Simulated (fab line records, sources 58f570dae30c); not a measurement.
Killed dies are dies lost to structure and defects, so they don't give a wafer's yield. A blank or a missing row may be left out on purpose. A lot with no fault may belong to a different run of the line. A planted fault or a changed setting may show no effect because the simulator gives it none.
Which of the tools did it? :: flow berkeley cmos170 :: 21 wafers sampled from 7 lots at 1 step of a route of 331

WHAT EACH GAUGE READ, for each wafer
UCB170_START_THK_MEAS_03.
lot: L698
measured: day 2 10:10
on: film metro-03
START_OXIDE_THK (nm): 20.4 20.3 20.3

lot: L703
measured: day 3 13:07
on: film metro-02
START_OXIDE_THK (nm): 20.7 20.8 21.0

lot: L705
measured: day 4 02:20
on: film metro-02
START_OXIDE_THK (nm): 20.6 20.1 20.4

lot: L709
measured: day 4 18:17
on: film metro-03
START_OXIDE_THK (nm): 20.2 20.8 19.9

lot: L712
measured: day 5 07:04
on: film metro-01
START_OXIDE_THK (nm): 20.3 20.3 20.3

lot: L714
measured: day 5 16:39
on: film metro-03
START_OXIDE_THK (nm): 20.0 20.3 20.3

lot: L716
measured: day 6 02:20
on: film metro-02
START_OXIDE_THK (nm): 19.8 19.9 19.6

WHAT TOOL EACH LOT RAN ON (gives the tool, then ch and the chambers of the sampled wafers, and finally the start)
The record holds no process step before these readings.

THE ANSWER, worked out from the rows above alone
Rule: what is usual is taken from the lots themselves. The widest of any qualifying gaps counts: lots, ordered by their means at a reading, are off when they make up no more than a third of the lots, leave a main group of 4 or more, and stand apart from it by 3 or more times the standard deviation of that group's means. Not used: any main group whose means are identical at the precision the tables above print for the reading. Also off: a lot with no number at a reading for which 4 or more lots have one. All remaining lots with rows at the step are treated as sound.
None of the lots is off at any reading shown; this tells nothing.

WHAT WAS PUT IN BY THE SIMULATOR
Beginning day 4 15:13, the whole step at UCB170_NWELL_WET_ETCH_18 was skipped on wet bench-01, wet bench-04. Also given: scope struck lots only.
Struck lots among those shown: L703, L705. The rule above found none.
